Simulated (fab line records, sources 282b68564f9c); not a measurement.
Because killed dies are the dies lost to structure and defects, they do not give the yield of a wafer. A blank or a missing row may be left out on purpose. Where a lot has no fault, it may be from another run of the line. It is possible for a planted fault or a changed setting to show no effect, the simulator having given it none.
fab line records :: flow rit_cmos
[record]
  lots = 7
  wafers = 21
  last_day = 8
route steps=202 shown NSD@137 PSD@142 M1@202
lots that met no fault: taken from a fault-free run of the same line
start_h: hours from the record's first day to the start of the lot's first wafer shown :: wait_h: how many hours have passed since the lot's step before this one :: " identical to the entry in the row above :: L1.1+2: one row covering several wafers at once :: - either no value or no given start :: * or withheld: withheld :: < > ~ a bound
route shown NAME@n: names a module that has steps shown in the file, with the first one's number in the route :: usual: average and standard deviation across the fault-free wafers :: same: alike in all rows :: chamber/n: place in a boat :: sites: readings site by site :: _std_site: the standard deviation of these :: _edge_site: the outer-site mean with the inner-site mean subtracted :: radius_mm: for every site, how far away it sits from the centre of the wafer :: mask NAME#n: copy n :: behind: tool/chamber where the wafer was last shaped :: hold: what put the lot on hold/how long, in hours/how the hold closed :: device: transistor that didn't switch, given as n, p or np :: end of line: at the end of the route, the tests of the same wafers :: for a step that has no rows: nothing shown but its recipe :: killed: not the wafer's yield, but the dies lost to structure and defects at the first sort :: map: shows each die of a wafer: x if killed, . if not, _ if none is there
set.NAME: the setting as run; set.NAME@STEP: as run at that earlier step :: model.NAME: the simulator's own value behind a step, which no gauge read
lots at selected steps of the route; one table per step, one row per wafer
services: the hour from which a tool's chamber was out of use, counted from the record's first day as start_h (under 0 if before that day), plus the number of hours and why
[[steps]]
[step RIT_NSD_OVL_MEAS_06]
[usual]
  NSD_OVL = 0.5/1.5
lot.wafer: L997.1
tool: overlay-02
chamber: -
start_h: 75.47
wait_h: -
NSD_OVL[nm]: -2.4

lot.wafer: L997.3
tool: overlay-02
chamber: -
start_h: 75.47
wait_h: -
NSD_OVL[nm]: -2.7

lot.wafer: L997.4
tool: overlay-02
chamber: -
start_h: 75.47
wait_h: -
NSD_OVL[nm]: -1.2

lot.wafer: L999.1
tool: overlay-01
chamber: -
start_h: 83.24
wait_h: -
NSD_OVL[nm]: -1.1

lot.wafer: L999.2
tool: overlay-01
chamber: -
start_h: 83.24
wait_h: -
NSD_OVL[nm]: -2.2

lot.wafer: L999.5
tool: overlay-01
chamber: -
start_h: 83.24
wait_h: -
NSD_OVL[nm]: -0.5

lot.wafer: L106.2
tool: overlay-02
chamber: -
start_h: 119.09
wait_h: -
NSD_OVL[nm]: 0.8

lot.wafer: L106.4
tool: overlay-02
chamber: -
start_h: 119.09
wait_h: -
NSD_OVL[nm]: -1.3

lot.wafer: L106.6
tool: overlay-02
chamber: -
start_h: 119.09
wait_h: -
NSD_OVL[nm]: 0.9

lot.wafer: L108.1
tool: overlay-01
chamber: -
start_h: 133.61
wait_h: -
NSD_OVL[nm]: 1.8

lot.wafer: L108.3
tool: overlay-01
chamber: -
start_h: 133.61
wait_h: -
NSD_OVL[nm]: 1.8

lot.wafer: L108.6
tool: overlay-01
chamber: -
start_h: 133.61
wait_h: -
NSD_OVL[nm]: 1.5

lot.wafer: L107.1
tool: overlay-01
chamber: -
start_h: 134.19
wait_h: -
NSD_OVL[nm]: 0.3

lot.wafer: L107.5
tool: overlay-01
chamber: -
start_h: 134.19
wait_h: -
NSD_OVL[nm]: -0.3

lot.wafer: L107.6
tool: overlay-01
chamber: -
start_h: 134.19
wait_h: -
NSD_OVL[nm]: 0.3

lot.wafer: L114.2
tool: overlay-01
chamber: -
start_h: 171.74
wait_h: -
NSD_OVL[nm]: -2.5

lot.wafer: L114.5
tool: overlay-01
chamber: -
start_h: 171.74
wait_h: -
NSD_OVL[nm]: -1.1

lot.wafer: L114.6
tool: overlay-01
chamber: -
start_h: 171.74
wait_h: -
NSD_OVL[nm]: -0.3

lot.wafer: L116.1
tool: overlay-02
chamber: -
start_h: 184.53
wait_h: -
NSD_OVL[nm]: -1.9

lot.wafer: L116.2
tool: overlay-02
chamber: -
start_h: 184.53
wait_h: -
NSD_OVL[nm]: -1.4

lot.wafer: L116.6
tool: overlay-02
chamber: -
start_h: 184.53
wait_h: -
NSD_OVL[nm]: -1.2
[step RIT_NSD_HARDBAKE_07]
[recipe]
  resist = NOVOLAK
  temp_c = 140
  time_s = 60
[step RIT_NSD_IMPLANT_08]
[recipe]
  species = P
  energy_kev = 25
  dose_cm2 = 1e+15
  tilt_deg = 7
[step RIT_NSD_STRIP_09]
[recipe]
  chemistry = O2
  time_s = 180
  resist = NOVOLAK
  platen_temp_c = withheld
  power_w = 500
  pressure_mtorr = 4000
  o2_flow_sccm = 4000
[usual]
  drypump_motor_current_A = 5.8/0.42
lot.wafer: L997.1
tool: plasma_asher-04
chamber: 1
start_h: 75.81
wait_h: 0.1
drypump_motor_current_A: 6.1
rf_hours_counter_h: 42

lot.wafer: L997.3
tool: plasma_asher-04
chamber: 1
start_h: 75.81
wait_h: 0.1
drypump_motor_current_A: 6.1
rf_hours_counter_h: -

lot.wafer: L997.4
tool: plasma_asher-04
chamber: 0
start_h: 75.81
wait_h: 0.1
drypump_motor_current_A: 5.4
rf_hours_counter_h: -

lot.wafer: L999.1
tool: plasma_asher-01
chamber: 1
start_h: 83.58
wait_h: 0.1
drypump_motor_current_A: 6.0
rf_hours_counter_h: 44

lot.wafer: L999.2
tool: plasma_asher-01
chamber: 0
start_h: 83.58
wait_h: 0.1
drypump_motor_current_A: 5.4
rf_hours_counter_h: 44

lot.wafer: L999.5
tool: plasma_asher-01
chamber: 1
start_h: 83.58
wait_h: 0.1
drypump_motor_current_A: 5.9
rf_hours_counter_h: -

lot.wafer: L106.2
tool: plasma_asher-02
chamber: 1
start_h: 119.42
wait_h: 0.1
drypump_motor_current_A: 5.5
rf_hours_counter_h: 48

lot.wafer: L106.4
tool: plasma_asher-02
chamber: 1
start_h: 119.42
wait_h: 0.1
drypump_motor_current_A: 5.5
rf_hours_counter_h: -

lot.wafer: L106.6
tool: plasma_asher-02
chamber: 0
start_h: 119.42
wait_h: 0.1
drypump_motor_current_A: 6.6
rf_hours_counter_h: -

lot.wafer: L108.1
tool: plasma_asher-04
chamber: 0
start_h: 133.95
wait_h: 0.1
drypump_motor_current_A: 5.4
rf_hours_counter_h: 48

lot.wafer: L108.3
tool: plasma_asher-04
chamber: 0
start_h: 133.95
wait_h: 0.1
drypump_motor_current_A: 5.4
rf_hours_counter_h: -

lot.wafer: L108.6
tool: plasma_asher-04
chamber: 1
start_h: 133.95
wait_h: 0.1
drypump_motor_current_A: 6.1
rf_hours_counter_h: -

lot.wafer: L107.1
tool: plasma_asher-01
chamber: 0
start_h: 134.52
wait_h: 0.1
drypump_motor_current_A: 5.4
rf_hours_counter_h: 1

lot.wafer: L107.5
tool: plasma_asher-01
chamber: 1
start_h: 134.52
wait_h: 0.1
drypump_motor_current_A: 5.9
rf_hours_counter_h: -

lot.wafer: L107.6
tool: plasma_asher-01
chamber: 0
start_h: 134.52
wait_h: 0.1
drypump_motor_current_A: 5.4
rf_hours_counter_h: -

lot.wafer: L114.2
tool: plasma_asher-04
chamber: 1
start_h: 172.07
wait_h: 0.1
drypump_motor_current_A: 6.1
rf_hours_counter_h: 52

lot.wafer: L114.5
tool: plasma_asher-04
chamber: 0
start_h: 172.07
wait_h: 0.1
drypump_motor_current_A: 5.4
rf_hours_counter_h: -

lot.wafer: L114.6
tool: plasma_asher-04
chamber: 1
start_h: 172.07
wait_h: 0.1
drypump_motor_current_A: 6.1
rf_hours_counter_h: -

lot.wafer: L116.1
tool: plasma_asher-02
chamber: 0
start_h: 184.86
wait_h: 0.1
drypump_motor_current_A: 6.6
rf_hours_counter_h: 54

lot.wafer: L116.2
tool: plasma_asher-02
chamber: 1
start_h: 184.86
wait_h: 0.1
drypump_motor_current_A: 5.4
rf_hours_counter_h: 54

lot.wafer: L116.6
tool: plasma_asher-02
chamber: 1
start_h: 184.86
wait_h: 0.1
drypump_motor_current_A: 5.4
rf_hours_counter_h: -
[step RIT_NSD_TW_MEAS_10]
[usual]
  NSD_TW = 3139/20
lot.wafer: L997.1
tool: film_metro-02
chamber: -
start_h: 75.98
wait_h: 0.1
NSD_TW: 3115

lot.wafer: L997.3
tool: film_metro-02
chamber: -
start_h: 75.98
wait_h: 0.1
NSD_TW: 3130

lot.wafer: L997.4
tool: film_metro-02
chamber: -
start_h: 75.98
wait_h: 0.1
NSD_TW: 3114

lot.wafer: L999.1
tool: film_metro-03
chamber: -
start_h: 83.75
wait_h: 0.1
NSD_TW: 3157

lot.wafer: L999.2
tool: film_metro-03
chamber: -
start_h: 83.75
wait_h: 0.1
NSD_TW: 3173

lot.wafer: L999.5
tool: film_metro-03
chamber: -
start_h: 83.75
wait_h: 0.1
NSD_TW: 3174

lot.wafer: L106.2
tool: film_metro-01
chamber: -
start_h: 119.60
wait_h: 0.1
NSD_TW: 3126

lot.wafer: L106.4
tool: film_metro-01
chamber: -
start_h: 119.60
wait_h: 0.1
NSD_TW: 3146

lot.wafer: L106.6
tool: film_metro-01
chamber: -
start_h: 119.60
wait_h: 0.1
NSD_TW: 3133

lot.wafer: L108.1
tool: film_metro-02
chamber: -
start_h: 134.12
wait_h: 0.1
NSD_TW: 3128

lot.wafer: L108.3
tool: film_metro-02
chamber: -
start_h: 134.12
wait_h: 0.1
NSD_TW: 3127

lot.wafer: L108.6
tool: film_metro-02
chamber: -
start_h: 134.12
wait_h: 0.1
NSD_TW: 3137

lot.wafer: L107.1
tool: film_metro-02
chamber: -
start_h: 134.70
wait_h: 0.1
NSD_TW: 3153

lot.wafer: L107.5
tool: film_metro-02
chamber: -
start_h: 134.70
wait_h: 0.1
NSD_TW: 3131

lot.wafer: L107.6
tool: film_metro-02
chamber: -
start_h: 134.70
wait_h: 0.1
NSD_TW: 3137

lot.wafer: L114.2
tool: film_metro-01
chamber: -
start_h: 172.25
wait_h: 0.1
NSD_TW: 3114

lot.wafer: L114.5
tool: film_metro-01
chamber: -
start_h: 172.25
wait_h: 0.1
NSD_TW: 3118

lot.wafer: L114.6
tool: film_metro-01
chamber: -
start_h: 172.25
wait_h: 0.1
NSD_TW: 3118

lot.wafer: L116.1
tool: film_metro-03
chamber: -
start_h: 185.04
wait_h: 0.1
NSD_TW: 3129

lot.wafer: L116.2
tool: film_metro-03
chamber: -
start_h: 185.04
wait_h: 0.1
NSD_TW: 3140

lot.wafer: L116.6
tool: film_metro-03
chamber: -
start_h: 185.04
wait_h: 0.1
NSD_TW: 3124
[step RIT_PSD_HMDS_00]
[recipe]
  prime_time_s = 60
  prime_temp_c = 140
[step RIT_PSD_COAT_01]
[recipe]
  resist = NOVOLAK
  spin_rpm = 3250
  resist_thk_nm = 1000
[step RIT_PSD_SOFTBAKE_02]
[recipe]
  resist = NOVOLAK
  temp_c = 90
  time_s = 60
[step RIT_PSD_EXPOSE_03]
[recipe]
  mask_id = M10
  na = 0.57
  target_cd_nm = 40900
  dose_mj = 250
[step RIT_PSD_PEB_04]
[recipe]
  resist = NOVOLAK
  temp_c = withheld
  time_s = withheld
[step RIT_PSD_DEVELOP_05]
[recipe]
  resist = NOVOLAK
  develop_time_s = 50
  dev_temp_c = 23
[step RIT_PSD_OVL_MEAS_06]
[usual]
  PSD_OVL = 1.0/1.3
lot.wafer: L997.1
tool: overlay-01
chamber: -
start_h: 77.02
wait_h: -
PSD_OVL[nm]: 2.4

lot.wafer: L997.3
tool: overlay-01
chamber: -
start_h: 77.02
wait_h: -
PSD_OVL[nm]: 0.2

lot.wafer: L997.4
tool: overlay-01
chamber: -
start_h: 77.02
wait_h: -
PSD_OVL[nm]: 0.8

lot.wafer: L999.1
tool: overlay-02
chamber: -
start_h: 84.66
wait_h: -
PSD_OVL[nm]: 2.1

lot.wafer: L999.2
tool: overlay-02
chamber: -
start_h: 84.66
wait_h: -
PSD_OVL[nm]: 0.9

lot.wafer: L999.5
tool: overlay-02
chamber: -
start_h: 84.66
wait_h: -
PSD_OVL[nm]: 0.7

lot.wafer: L106.2
tool: overlay-01
chamber: -
start_h: 120.51
wait_h: -
PSD_OVL[nm]: -1.4

lot.wafer: L106.4
tool: overlay-01
chamber: -
start_h: 120.51
wait_h: -
PSD_OVL[nm]: -0.1

lot.wafer: L106.6
tool: overlay-01
chamber: -
start_h: 120.51
wait_h: -
PSD_OVL[nm]: -0.8

lot.wafer: L108.1
tool: overlay-02
chamber: -
start_h: 135.22
wait_h: -
PSD_OVL[nm]: 1.4

lot.wafer: L108.3
tool: overlay-02
chamber: -
start_h: 135.22
wait_h: -
PSD_OVL[nm]: 1.7

lot.wafer: L108.6
tool: overlay-02
chamber: -
start_h: 135.22
wait_h: -
PSD_OVL[nm]: 0.2

lot.wafer: L107.1
tool: overlay-02
chamber: -
start_h: 135.69
wait_h: -
PSD_OVL[nm]: 3.4

lot.wafer: L107.5
tool: overlay-02
chamber: -
start_h: 135.69
wait_h: -
PSD_OVL[nm]: 2.6

lot.wafer: L107.6
tool: overlay-02
chamber: -
start_h: 135.69
wait_h: -
PSD_OVL[nm]: 1.8

lot.wafer: L114.2
tool: overlay-02
chamber: -
start_h: 173.28
wait_h: -
PSD_OVL[nm]: 1.3

lot.wafer: L114.5
tool: overlay-02
chamber: -
start_h: 173.28
wait_h: -
PSD_OVL[nm]: 0.0

lot.wafer: L114.6
tool: overlay-02
chamber: -
start_h: 173.28
wait_h: -
PSD_OVL[nm]: 1.1

lot.wafer: L116.1
tool: overlay-02
chamber: -
start_h: 186.07
wait_h: -
PSD_OVL[nm]: 2.1

lot.wafer: L116.2
tool: overlay-02
chamber: -
start_h: 186.07
wait_h: -
PSD_OVL[nm]: 1.9

lot.wafer: L116.6
tool: overlay-02
chamber: -
start_h: 186.07
wait_h: -
PSD_OVL[nm]: 1.2
[step RIT_PSD_HARDBAKE_07]
[recipe]
  resist = NOVOLAK
  temp_c = 140
  time_s = 60
[usual]
  heater_power_total_W = 62.55/0.045
  plate_temp_C = 139.98/0.14
  resist_line_temp_C = 23.00/0.11
lot.wafer: L997.1
tool: litho_track-04
chamber: 0
start_h: 77.07
wait_h: 0.0
heater_power_total_W: 62.59
plate_temp_C: 140.06
resist_line_temp_C: 23.10
model.NOVOLAK_of_PSD_COAT_01.thk_nm: 882.9

lot.wafer: L997.3
tool: litho_track-04
chamber: 0
start_h: 77.07
wait_h: 0.0
heater_power_total_W: 62.59
plate_temp_C: 139.98
resist_line_temp_C: 22.99
model.NOVOLAK_of_PSD_COAT_01.thk_nm: 884.9

lot.wafer: L997.4
tool: litho_track-04
chamber: 0
start_h: 77.07
wait_h: 0.0
heater_power_total_W: 62.57
plate_temp_C: 140.05
resist_line_temp_C: 23.15
model.NOVOLAK_of_PSD_COAT_01.thk_nm: 884.7

lot.wafer: L999.1
tool: litho_track-02
chamber: 0
start_h: 84.70
wait_h: 0.0
heater_power_total_W: 62.51
plate_temp_C: 139.90
resist_line_temp_C: 23.00
model.NOVOLAK_of_PSD_COAT_01.thk_nm: 885.5

lot.wafer: L999.2
tool: litho_track-02
chamber: 0
start_h: 84.70
wait_h: 0.0
heater_power_total_W: 62.51
plate_temp_C: 139.86
resist_line_temp_C: 23.21
model.NOVOLAK_of_PSD_COAT_01.thk_nm: 884.4

lot.wafer: L999.5
tool: litho_track-02
chamber: 0
start_h: 84.70
wait_h: 0.0
heater_power_total_W: 62.56
plate_temp_C: 139.89
resist_line_temp_C: 23.16
model.NOVOLAK_of_PSD_COAT_01.thk_nm: 887.7

lot.wafer: L106.2
tool: litho_track-04
chamber: 0
start_h: 120.56
wait_h: 0.0
heater_power_total_W: 59.65
plate_temp_C: 135.24
resist_line_temp_C: 22.90
model.NOVOLAK_of_PSD_COAT_01.thk_nm: 891.7

lot.wafer: L106.4
tool: litho_track-04
chamber: 0
start_h: 120.56
wait_h: 0.0
heater_power_total_W: 59.64
plate_temp_C: 135.20
resist_line_temp_C: 22.99
model.NOVOLAK_of_PSD_COAT_01.thk_nm: 890.3

lot.wafer: L106.6
tool: litho_track-04
chamber: 0
start_h: 120.56
wait_h: 0.0
heater_power_total_W: 59.75
plate_temp_C: 135.36
resist_line_temp_C: 23.10
model.NOVOLAK_of_PSD_COAT_01.thk_nm: 890.5

lot.wafer: L108.1
tool: litho_track-04
chamber: 0
start_h: 135.26
wait_h: 0.0
heater_power_total_W: 59.77
plate_temp_C: 134.88
resist_line_temp_C: 22.95
model.NOVOLAK_of_PSD_COAT_01.thk_nm: 894.1

lot.wafer: L108.3
tool: litho_track-04
chamber: 0
start_h: 135.26
wait_h: 0.0
heater_power_total_W: 59.71
plate_temp_C: 134.91
resist_line_temp_C: 23.19
model.NOVOLAK_of_PSD_COAT_01.thk_nm: 891.1

lot.wafer: L108.6
tool: litho_track-04
chamber: 0
start_h: 135.26
wait_h: 0.0
heater_power_total_W: 59.68
plate_temp_C: 134.90
resist_line_temp_C: 22.87
model.NOVOLAK_of_PSD_COAT_01.thk_nm: 893.8

lot.wafer: L107.1
tool: litho_track-04
chamber: 0
start_h: 135.72
wait_h: 0.0
heater_power_total_W: 59.75
plate_temp_C: 134.91
resist_line_temp_C: 22.92
model.NOVOLAK_of_PSD_COAT_01.thk_nm: 890.3

lot.wafer: L107.5
tool: litho_track-04
chamber: 0
start_h: 135.72
wait_h: 0.0
heater_power_total_W: 59.74
plate_temp_C: 134.93
resist_line_temp_C: 22.89
model.NOVOLAK_of_PSD_COAT_01.thk_nm: 889.4

lot.wafer: L107.6
tool: litho_track-04
chamber: 0
start_h: 135.72
wait_h: 0.0
heater_power_total_W: 59.72
plate_temp_C: 134.73
resist_line_temp_C: 22.85
model.NOVOLAK_of_PSD_COAT_01.thk_nm: 889.7

lot.wafer: L114.2
tool: litho_track-01
chamber: 0
start_h: 173.34
wait_h: 0.0
heater_power_total_W: 62.53
plate_temp_C: 140.12
resist_line_temp_C: 23.07
model.NOVOLAK_of_PSD_COAT_01.thk_nm: 882.7

lot.wafer: L114.5
tool: litho_track-01
chamber: 0
start_h: 173.34
wait_h: 0.0
heater_power_total_W: 62.47
plate_temp_C: 139.96
resist_line_temp_C: 22.86
model.NOVOLAK_of_PSD_COAT_01.thk_nm: 882.9

lot.wafer: L114.6
tool: litho_track-01
chamber: 0
start_h: 173.34
wait_h: 0.0
heater_power_total_W: 62.55
plate_temp_C: 139.92
resist_line_temp_C: 22.94
model.NOVOLAK_of_PSD_COAT_01.thk_nm: 883.2

lot.wafer: L116.1
tool: litho_track-02
chamber: 0
start_h: 186.11
wait_h: 0.0
heater_power_total_W: 62.63
plate_temp_C: 139.81
resist_line_temp_C: 23.08
model.NOVOLAK_of_PSD_COAT_01.thk_nm: 884

lot.wafer: L116.2
tool: litho_track-02
chamber: 0
start_h: 186.11
wait_h: 0.0
heater_power_total_W: 62.63
plate_temp_C: 140.06
resist_line_temp_C: 22.85
model.NOVOLAK_of_PSD_COAT_01.thk_nm: 883.7

lot.wafer: L116.6
tool: litho_track-02
chamber: 0
start_h: 186.11
wait_h: 0.0
heater_power_total_W: 62.52
plate_temp_C: 139.78
resist_line_temp_C: 23.01
model.NOVOLAK_of_PSD_COAT_01.thk_nm: 882.5
[step RIT_PSD_IMPLANT_08]
[recipe]
  species = BF2
  energy_kev = 27
  dose_cm2 = 5e+15
  tilt_deg = 7
[step RIT_M1_PROBE_99]
[usual]
  killed_at_contacts = 0.1/0.24
  killed_at_front_end = 7/3.1
  killed_dies = 7/3.1
  killed_open = 3.3/1.9
  killed_short = 3.9/2.1
[same]
  gross_dies = 264
  killed_at_M0_to_M3 = 0
  killed_at_M4_up = 0
  killed_at_back_side = 0
  killed_at_other = 0
lot.wafer: L106.2
tool: prober-02
chamber: -
start_h: 128.97
wait_h: 0.1
killed_at_contacts: 0
killed_at_front_end: 6
killed_dies: 6
killed_open: 4
killed_short: 2

lot.wafer: L106.4
tool: prober-02
chamber: -
start_h: 129.07
wait_h: 0.2
killed_at_contacts: 0
killed_at_front_end: 7
killed_dies: 7
killed_open: 6
killed_short: 1

lot.wafer: L106.6
tool: prober-02
chamber: -
start_h: 129.17
wait_h: 0.2
killed_at_contacts: 0
killed_at_front_end: 6
killed_dies: 6
killed_open: 3
killed_short: 3

lot.wafer: L108.1
tool: prober-01
chamber: -
start_h: 143.71
wait_h: 0.1
killed_at_contacts: 0
killed_at_front_end: 7
killed_dies: 7
killed_open: 5
killed_short: 2

lot.wafer: L108.3
tool: prober-01
chamber: -
start_h: 143.81
wait_h: 0.2
killed_at_contacts: 0
killed_at_front_end: 7
killed_dies: 7
killed_open: 3
killed_short: 4

lot.wafer: L108.6
tool: prober-01
chamber: -
start_h: 143.96
wait_h: 0.2
killed_at_contacts: 0
killed_at_front_end: 9
killed_dies: 9
killed_open: 5
killed_short: 4

lot.wafer: L107.1
tool: prober-02
chamber: -
start_h: 145.22
wait_h: 0.1
killed_at_contacts: 0
killed_at_front_end: 1
killed_dies: 1
killed_open: 1
killed_short: 0

lot.wafer: L107.5
tool: prober-02
chamber: -
start_h: 145.42
wait_h: 0.2
killed_at_contacts: 0
killed_at_front_end: 7
killed_dies: 7
killed_open: 2
killed_short: 5

lot.wafer: L107.6
tool: prober-02
chamber: -
start_h: 145.47
wait_h: 0.2
killed_at_contacts: 0
killed_at_front_end: 8
killed_dies: 8
killed_open: 5
killed_short: 3
// killed by level:class
L106.2 GATE:geometric_particle:open=3 FOX1:geometric_particle:open=1 GATE:geometric_particle:short=1 SPACER:geometric_particle:short=1
L106.4 FOX1:geometric_particle:open=3 FOX1:geometric_particle:short=1 GATE:geometric_particle:open=1 SPACER:geometric_particle:open=1 SILICIDE:geometric_particle:open=1
L106.6 GATE:geometric_particle:open=2 GATE:geometric_particle:short=2 FOX1:geometric_particle:open=1 SPACER:geometric_particle:short=1
L108.1 REOX:geometric_particle:open=3 GATE:geometric_particle:open=2 GATE:geometric_particle:short=1 SPACER:geometric_particle:short=1
L108.3 SPACER:geometric_particle:short=2 FOX1:geometric_particle:open=1 GATE:geometric_particle:short=1 GATE:geometric_particle:open=1 REOX:geometric_particle:open=1 SILICIDE:geometric_particle:short=1
L108.6 GATE:geometric_particle:open=2 REOX:geometric_particle:open=2 REOX:geometric_particle:short=2 FOX1:geometric_particle:short=1 FOX2:geometric_particle:open=1 SPACER:geometric_particle:short=1
L107.1 GATE:geometric_particle:open=1
L107.5 REOX:geometric_particle:short=3 GATE:geometric_particle:open=2 GATE:geometric_particle:short=1 SILICIDE:geometric_particle:short=1
L107.6 FOX2:geometric_particle:open=2 SPACER:geometric_particle:short=2 SPACER:geometric_particle:open=2 FOX2:geometric_particle:short=1 REOX:geometric_particle:open=1
[[services]]
tool: plasma_asher-02
chamber: -
start_h: 92.16
hours: 14.6
kind: pm

tool: plasma_asher-01
chamber: -
start_h: 108.75
hours: 9.0
kind: pm

tool: plasma_asher-01
chamber: 0
start_h: 108.75
hours: 9.0
kind: vent_cycle

tool: plasma_asher-01
chamber: 1
start_h: 108.75
hours: 9.0
kind: vent_cycle

tool: plasma_asher-04
chamber: -
start_h: 116.94
hours: 2.9
kind: repair

tool: plasma_asher-01
chamber: 0
start_h: 117.75
hours: -
kind: clean

tool: plasma_asher-01
chamber: 1
start_h: 117.75
hours: -
kind: clean

tool: plasma_asher-04
chamber: -
start_h: 167.00
hours: 0.6
kind: repair

tool: plasma_asher-02
chamber: -
start_h: 168.22
hours: 6.6
kind: repair
[[key]]
[first_sign]
  step = RIT_PSD_HARDBAKE_07
  reading = heater_power_total_W
  direction = down
  sigmas = 63
  usual = 62.55
  struck = 59.71
[effect]
  step = RIT_PSD_HARDBAKE_07
  reading = plate_temp_C
  direction = down
  sigmas = 36
  usual = *
  struck = *
[model_effect]
  step = RIT_PSD_HARDBAKE_07
  value = NOVOLAK_of_PSD_COAT_01.thk_nm
  without = 883.1
  struck = 891.2
met_at RIT_PSD_HARDBAKE_07
struck_wafers L106.2,L106.4,L106.6,L107.1,L107.5,L107.6,L108.1,L108.3,L108.6
tester_left_out L106,L107,L108
onset_between 77.07 120.56
[fault]
  kind = process_parameter_drift
  tool = litho_track-04
  chamber = -
  onset_h = 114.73
  steps = RIT_PSD_HARDBAKE_07
  channel = temp_c
  offset = *
  shape = step
  end_h = 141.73
  acts_in = *
  stated = *
// tester_left_out: of these lots the tester's yield and bins aren't shown, on N5 and GAA mostly nor the transistor test; their killed dies are dies lost to structure and defects alone, not to doping, threshold or leakage, so they don't give the yield
